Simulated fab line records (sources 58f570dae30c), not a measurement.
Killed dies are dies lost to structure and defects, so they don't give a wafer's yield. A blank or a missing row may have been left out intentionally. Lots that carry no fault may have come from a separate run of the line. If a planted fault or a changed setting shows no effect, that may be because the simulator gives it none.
2 desks, one fault / flow berkeley-cmos170 / what lay behind the numbers comes last; until then each desk has only its own

## AT THE METROLOGY DESK
Lot by lot, what the gauges showed, no matter which tool ran the lot: averages of those sampled wafers that carry a number. The brackets show how far a lot's mean lies from the usual mean; more than 4 standard deviations puts the lot out of limits, marked OUT.
Columns: A = M2_AL_THK at UCB170_M2_THK_MEAS_03, usual 910 nm; B = cd-nm at UCB170_M2_CD_MEAS_15, usual 700.1 nm; C = cd-nm at UCB170_M2_CD_MEAS_90, usual 699 nm; D = V2_POLISHED_THK at UCB170_V2_THK_MEAS_04, usual 1000.2 nm
lot=L690; first seen here=day 7 17:14; A=893; B=700.3; C=699; D=1000.2
lot=L689; first seen here=day 7 17:35; A=911; B=701.0; C=705; D=1000.8
lot=L692; first seen here=day 7 22:08; A=913; B=701.4; C=704; D=1000.4
lot=L691; first seen here=day 7 22:24; A=915; B=698.8; C=693; D=1000.7
lot=L702; first seen here=day 10 10:17; A=922; B=698.3; C=698; D=1112.8 (+99 or more) OUT
lot=L704; first seen here=day 11 00:41; A=904; B=699.3; C=697; D=999.5
lot=L706; first seen here=day 11 02:55; A=910; B=698.0; C=696; D=1000.3
lot=L707; first seen here=day 11 17:13; A=913; B=700.6; C=700; D=999.5
lot=L708; first seen here=day 11 22:56; A=899; B=699.1; C=694; D=1001.1
lot=L709; first seen here=day 11 23:41; A=904; B=699.7; C=699; D=1001.1
lot=L712; first seen here=day 12 23:31; A=909; B=701.3; C=700; D=999.8
This desk's result: L702 out of limits, first on L702 (V2_POLISHED_THK at UCB170_V2_THK_MEAS_04), day 10 13:31. L690, L689, L692, L691, L704, L706, L707, L708, L709, L712: within limits.

## AT THE TOOL OWNER'S DESK: cmp-01
The tool's own readings at UCB170_V2_CMP_02 (polishes SiO2): means of the sampled wafers that have a number, for each lot that ran on this tool. The brackets show how far a lot's mean lies from the usual mean; more than 4 standard deviations puts the lot out of limits, marked OUT.
Columns: A = motor-current-A at UCB170_V2_CMP_02, usual 16.4 A
lot=L689; first seen here=day 7 20:51; A=16.9
lot=L691; first seen here=day 8 01:16; A=16.0
lot=L702; first seen here=day 10 13:11; A=16.5
lot=L712; first seen here=day 13 06:05; A=17.0
This desk's finding: nothing out of limits on any of the 4 lots.

## ALL TOGETHER
Metrology desk: alarm possible at day 10 13:31 on L702.
Nothing out of limits was seen by the tool owner's desk.
On record at the tool owner's desk: L702, within its limits.
Every lot named ran UCB170_V2_CMP_02 on cmp-01.

## WHAT THE SIMULATOR HAD PUT IN
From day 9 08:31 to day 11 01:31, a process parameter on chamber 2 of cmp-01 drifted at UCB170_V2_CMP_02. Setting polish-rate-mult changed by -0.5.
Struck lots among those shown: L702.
Per desk, hours elapsed from the start of the fault to the first reading out of limits: for the metrology desk, 29.
